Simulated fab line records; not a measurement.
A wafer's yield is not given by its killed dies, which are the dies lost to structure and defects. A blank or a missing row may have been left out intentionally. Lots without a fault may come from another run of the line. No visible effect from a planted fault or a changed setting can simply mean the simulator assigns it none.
A lot that was struck, set against a sound lot + flow berkeley_cmos170 + 43 steps out of a route of 331
Sound: these wafers, L540.1, L540.2, L540.6. The struck wafers were L538.1, L538.3, L538.4. The cause is given at the end.
Order at every step that has rows: each side's tool, ch and its chambers, its first start. Under that, the readings that differ: sound wafers + struck wafers + difference of the means + sigmas: that difference in standard deviations of wafers without a fault.
alike: readings with means less than 2 such deviations apart, plus words and numbers identical on both sides. not compared: withheld readings, readings lacking a value on some wafer, bounds such as >300 that could conceal the same value, and numbers that have no deviation in the record and whose values overlap.
A row with sigmas, a row that says differs or no value, or rows on one side alone: a step with any of these is where the two part. Numbers that have no deviation but don't overlap get no sigmas and don't part them. A reading missing from all wafers of one side parts the sides only when that side holds two or more wafers.

first, 3 steps without rows for these wafers: UCB170_PVT_EXPOSE_03 (exposes mask NWELL, target cd 3000 nm); UCB170_PVT_PEB_04; UCB170_PVT_DEVELOP_05 (develop time 45 s).
UCB170_PVT_OVL_MEAS_06:
  sound on overlay-02, day 7 11:41; struck on overlay-01, day 6 21:15
  alike: PVT_OVL
next, for these wafers, 1 step has no rows: UCB170_PVT_IMPLANT_07.
UCB170_PVT_STRIP_08: strips in O2.
  sound on plasma_asher-02 ch 0,1, day 7 11:53; struck on plasma_asher-02 ch 0,1, day 6 21:26
  alike: drypump_motor_current_A, oes_product_au, strip_time_to_endpoint_s
  not compared: rf_hours_counter_h
UCB170_PVT_TW_MEAS_09:
  sound on film_metro-01, day 7 11:59; struck on film_metro-01, day 6 21:32
| reading | sound             | struck            | difference | sigmas |
|---------|-------------------|-------------------|------------|--------|
| PVT_TW  | 500.0 500.0 499.9 | 505.8 506.6 504.7 | +5.7       | +2     |
then, 1 step without rows for these wafers: UCB170_GATE_WET_ETCH_00 (etches SiO2 in dHF, time 200 s).
UCB170_FIELD_THK_MEAS_91:
  sound on film_metro-03, day 7 12:10; struck on film_metro-04, day 6 21:40
  alike: FIELD_OXIDE_LEFT_2_THK
then, 1 step without rows for these wafers: UCB170_GATE_OXIDATION_01 (target thk 6.6 nm, ox time 1800 s).
UCB170_GATE_THK_MEAS_02:
  sound on film_metro-02, day 7 17:23; struck on film_metro-02, day 7 02:13
  alike: GATE_OXIDE_THK
then, 1 step without rows for these wafers: UCB170_GATE_ANNEAL_03 (time 1800 s).
UCB170_GATE_CVD_04: deposits poly-Si from SiH4, time 1440 s, target thk 214 nm.
  sound on lpcvd-01 ch 1, day 8 04:26; struck on lpcvd-02 ch 1, day 7 06:11
| reading                                  | sound                | struck               | difference | sigmas |
|------------------------------------------|----------------------|----------------------|------------|--------|
| spike_tc_centre_C (C)                    | 613.0 615.0 612.3    | 601.3 603.3 603.9    | -10.6      | -7     |
| spike_tc_load_C (C)                      | 633.4 633.3 635.4    | 623.5 623.1 623.0    | -10.8      | -5     |
| spike_tc_source_C (C)                    | 628.6 629.0 631.6    | 616.2 616.4 615.1    | -13.8      | -11    |
| susceptor_temp_C (C)                     | 610.07 610.04 609.84 | 597.96 598.15 598.15 | -11.90     | -44    |
| model.poly-Si_of_GATE_CVD_04.thk_nm (nm) | 214 212.5 213.2      | 164.1 163.8 162.1    | -49.9      |        |
UCB170_GATE_THK_MEAS_05:
  sound on film_metro-04, day 8 05:54; struck on film_metro-04, day 7 07:52
| reading            | sound             | struck            | difference | sigmas |
|--------------------|-------------------|-------------------|------------|--------|
| GATE_POLY_THK (nm) | 214.0 212.6 213.4 | 164.2 163.7 162.1 | -50.0      | -28    |
  not compared: hold
then, 5 steps without rows for these wafers: UCB170_GATE_COAT_07 (resist thk 900 nm); UCB170_GATE_SOFTBAKE_08 (time 60 s); UCB170_GATE_EXPOSE_09 (exposes mask POLY, target cd 350 nm); UCB170_GATE_PEB_10; UCB170_GATE_DEVELOP_11 (develop time 45 s).
UCB170_GATE_CD_MEAS_12 targets a cd of 350 nm.
  sound on cd_sem-01, day 8 07:31; struck on cd_sem-02, day 7 15:54
  alike: cd_nm
UCB170_GATE_OVL_MEAS_13:
  sound on overlay-01, day 8 07:38; struck on overlay-01, day 7 16:01
  alike: GATE_OVL
UCB170_GATE_ETCH_14: etches BARC in N2/H2.
  sound on rie_diel-02 ch 0,3, day 8 07:40; struck on rie_diel-02 ch 0,2,3, day 7 16:04
  alike: bias_w, drypump_motor_current_A, oes_product_au, throttle_valve_pct
UCB170_GATE_ETCH_15: etches poly-Si in HBr/Cl2, stops on SiO2, time 56.3 s, target depth 278.2 nm.
  sound on rie_si-01 ch 0,1,2, day 8 07:43; struck on rie_si-02 ch 1,2, day 7 16:06
| reading                          | sound             | struck            | difference | sigmas |
|----------------------------------|-------------------|-------------------|------------|--------|
| bias_w (W)                       | 149.7 149.3 148.9 | 150.6 150.9 150.4 | +1.3       | +3     |
| oes_product_au (a.u.)            | 0.856 0.830 0.823 | 0.714 0.686 0.701 | -0.136     | -12    |
| throttle_valve_pct (%)           | 26.45 26.49 26.30 | 26.82 26.54 26.81 | +0.31      | +2     |
| model.GATE.feature_depth_nm (nm) | 214 212.6 213.2   | 164.1 163.8 162.1 | -49.9      |        |
| model.etch.depth_nm (nm)         | 214 212.5 213.2   | 164.1 163.8 162.1 | -49.9      |        |
  alike: drypump_motor_current_A
  not compared: rf_hours_counter_h
UCB170_GATE_STRIP_16: strips in O2.
  sound on plasma_asher-01 ch 0,1, day 8 07:45; struck on plasma_asher-04 ch 0,1, day 7 16:09
  alike: drypump_motor_current_A, oes_product_au
  not compared: rf_hours_counter_h
UCB170_GATE_CD_MEAS_90 targets a cd of 350 nm.
  sound on cd_sem-02, day 8 07:56; struck on cd_sem-01, day 7 16:15
  alike: cd_nm
then, 7 steps without rows for these wafers: UCB170_GATE_CLEAN_17 (cleans in SPM, time 600 s); UCB170_PLDD_HMDS_00 (prime time 60 s); UCB170_PLDD_COAT_01 (resist thk 900 nm); UCB170_PLDD_SOFTBAKE_02 (time 60 s); UCB170_PLDD_EXPOSE_03 (exposes mask PSELECT, target cd 1200 nm); UCB170_PLDD_PEB_04; UCB170_PLDD_DEVELOP_05 (develop time 45 s).
UCB170_PLDD_CD_MEAS_06 targets a cd of 1200 nm.
  sound on cd_sem-01, day 8 09:55; struck on cd_sem-02, day 7 18:10
  alike: cd_nm
UCB170_PLDD_OVL_MEAS_07:
  sound on overlay-02, day 8 10:02; struck on overlay-02, day 7 18:17
  alike: PLDD_OVL
then, 2 steps without rows for these wafers: UCB170_PLDD_IMPLANT_08; UCB170_PLDD_IMPLANT_09.
UCB170_PLDD_STRIP_10: strips in O2.
  sound on plasma_asher-02 ch 0,1, day 8 10:22; struck on plasma_asher-02 ch 0,1, day 7 18:38
  alike: drypump_motor_current_A, oes_product_au, strip_time_to_endpoint_s
  not compared: rf_hours_counter_h
UCB170_PLDD_TW_MEAS_11:
  sound on film_metro-03, day 8 10:28; struck on film_metro-03, day 7 18:44
  alike: PLDD_TW
then, 3 steps without rows for these wafers: UCB170_PLDD_CLEAN_12 (cleans in SPM, time 600 s); UCB170_NLDD_HMDS_00 (prime time 60 s); UCB170_NLDD_COAT_01 (resist thk 900 nm).
UCB170_SILICIDE_PRE_CLEAN_00: preclean etch time 60 s.
  sound on pvd_sputter-04, day 9 02:36; struck on pvd_sputter-01, day 8 07:26
| reading                                  | sound           | struck          | difference | sigmas |
|------------------------------------------|-----------------|-----------------|------------|--------|
| model.poly-Si_of_GATE_CVD_04.thk_nm (nm) | 207 205.6 206.3 | 157 156.9 155.2 | -50        |        |
UCB170_M3_PROBE_99:
  only the struck wafers here have rows in the record (prober-02, day 9 04:52); the sound ones have none

== WHERE THEY PART ==
First at UCB170_PVT_TW_MEAS_09; last, within this record, at UCB170_M3_PROBE_99.

WHY: the cause the simulator had injected
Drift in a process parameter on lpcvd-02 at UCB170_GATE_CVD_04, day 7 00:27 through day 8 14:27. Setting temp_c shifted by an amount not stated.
